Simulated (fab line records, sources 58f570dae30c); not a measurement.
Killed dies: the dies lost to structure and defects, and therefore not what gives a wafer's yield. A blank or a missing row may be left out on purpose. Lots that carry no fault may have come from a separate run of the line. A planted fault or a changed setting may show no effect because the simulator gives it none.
Which tool did it? | flow berkeley_cmos170 | 7 lots, 21 wafers sampled, at 2 steps of a route of 331

## WHAT THE GAUGES SHOWED, per wafer
UCB170_SDANNEAL_RS_MEAS_05: uses a four-point probe to measure.
lot  | measured     | on            | NLDD_RS (ohm/sq)
L429 | day 8 16:00  | film_metro-03 | 616.1 614.9 617.2
L434 | day 9 13:10  | film_metro-02 | 613.5 614.1 614.3
L431 | day 9 14:07  | film_metro-03 | 615.4 616.4 613.7
L442 | day 11 00:35 | film_metro-02 | 614.7 615.8 615.3
L441 | day 11 00:28 | film_metro-03 | 538.3 566.7 547.5
L447 | day 11 17:01 | film_metro-01 | 614.6 616.2 614.5
L451 | day 12 15:37 | film_metro-02 | 614.6 615.4 613.9

## WHICH TOOL RAN EACH LOT (tool, then ch and the chambers of the sampled wafers, then the start)
lot  | UCB170_NLDD_IMPLANT_09
L429 | implanter-04 ch 0, day 8 05:13
L434 | implanter-04 ch 0, day 9 00:45
L431 | implanter-04 ch 0, day 9 01:07
L442 | implanter-01 ch 0, day 10 08:14
L441 | implanter-01 ch 0, day 10 08:47
L447 | implanter-04 ch 0, day 11 06:02
L451 | implanter-04 ch 0, day 12 04:45
- UCB170_NLDD_IMPLANT_09

## THE ANSWER, worked out from the rows above alone
Rule: usual is defined by the lots themselves. The widest of any qualifying gaps counts: lots, ordered by their means at a reading, are off when they make up no more than a third of the lots, leave a main group of 4 or more, and stand apart from it by 3 or more times the standard deviation of that group's means. The tables above print the reading to a certain number of digits; a main group whose means all agree to those digits is not used. Also off: a lot with no number at a reading for which 4 or more lots have one. Where the step has rows for the other lots, those lots are counted as sound.
Off: at UCB170_SDANNEAL_RS_MEAS_05 (NLDD_RS), L441. Main group: mean 615.0 ohm/sq, sd 0.64.
A tool fits if, at a process step before that reading, it ran every lot that is off, and no sound lot after the first of them. Those tools and the gauges at UCB170_SDANNEAL_RS_MEAS_05 are tried in the same way. 2 tools fit, implanter-01 at UCB170_NLDD_IMPLANT_09 and film_metro-03 at UCB170_SDANNEAL_RS_MEAS_05, so this cannot tell which one it is.

## WHAT THE SIMULATOR HAD PUT IN
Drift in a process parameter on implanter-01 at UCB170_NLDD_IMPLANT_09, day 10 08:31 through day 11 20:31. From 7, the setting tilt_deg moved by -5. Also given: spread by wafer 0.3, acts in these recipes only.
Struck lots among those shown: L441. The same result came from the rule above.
